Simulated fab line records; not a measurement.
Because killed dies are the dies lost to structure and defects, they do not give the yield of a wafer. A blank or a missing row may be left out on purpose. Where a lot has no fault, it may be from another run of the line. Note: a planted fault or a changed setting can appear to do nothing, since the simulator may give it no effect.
Which of the tools did it? ; flow berkeley cmos170 ; 21 wafers from 7 lots sampled at 3 of the route's 331 steps

## WHAT THE GAUGES READ, wafer by wafer
UCB170_V2_CD_MEAS_90: target cd 700 nm.
lot;measured;on;cd nm (nm)
L712;day 9 09:23;cd sem-01;700.6 701.7 701.9
L717;day 10 04:49;cd sem-02;700.4 700.1 701.2
L715;day 10 05:46;cd sem-01;697.5 698.4 697.1
L719;day 11 10:29;cd sem-02;700.5 700.3 700.4
L720;day 11 11:18;cd sem-02;699.0 699.6 699.9
L725;day 12 18:11;cd sem-02;- - -
L732;day 13 07:09;cd sem-02;701.7 701.6 701.9

## EACH LOT AND THE TOOL THAT RAN IT (in order: tool; ch and the chambers of the sampled wafers; start)
lot;UCB170_V2_ETCH_14;UCB170_V2_STRIP_15
L712;rie diel-03 ch 0,1,3, day 9 09:07;plasma asher-03 ch 0,1, day 9 09:17
L717;rie diel-03 ch 0,1,3, day 10 04:31;plasma asher-03 ch 0,1, day 10 04:42
L715;rie diel-03 ch 0,1,2, day 10 05:29;plasma asher-01 ch 0,1, day 10 05:40
L719;rie diel-02 ch 0,2,3, day 11 10:13;plasma asher-02 ch 0,1, day 11 10:23
L720;rie diel-03 ch 0,1,3, day 11 10:58;plasma asher-03 ch 0,1, day 11 11:09
L725;rie diel-01 ch 0,1,3, day 12 17:52;plasma asher-02 ch 0,1, day 12 18:05
L732;rie diel-01 ch 0,1, day 13 06:51;plasma asher-02 ch 0,1, day 13 07:02
- UCB170_V2_ETCH_14: etches SiO2 in CHF3/CF4/Ar, stops on Al, target depth 1250 nm, time 291 s.
- UCB170_V2_STRIP_15: strips in O2.

## THE ANSWER, worked out from the rows above alone
Rule: the lots themselves supply what counts as usual. The widest of any qualifying gaps counts: lots, ordered by their means at a reading, are off when they make up no more than a third of the lots, leave a main group of 4 or more, and stand apart from it by 3 or more times the standard deviation of that group's means. Not used: any main group whose means are identical at the precision the tables above print for the reading. Also off: a lot with no number at a reading for which 4 or more lots have one. Any other lot the step has rows for is counted as sound.
Off at UCB170_V2_CD_MEAS_90 (cd nm): L725. Without a number there: L725. The main group has a mean of 700.2 nm with a standard deviation of 1.3.
A tool fits if, at a process step before that reading, it ran every lot that is off, and no sound lot after the first of them. Those tools and the gauges at UCB170_V2_CD_MEAS_90 are tried in the same way. Not one of the candidates tried fits.

## WHAT THE SIMULATOR HAD PUT IN
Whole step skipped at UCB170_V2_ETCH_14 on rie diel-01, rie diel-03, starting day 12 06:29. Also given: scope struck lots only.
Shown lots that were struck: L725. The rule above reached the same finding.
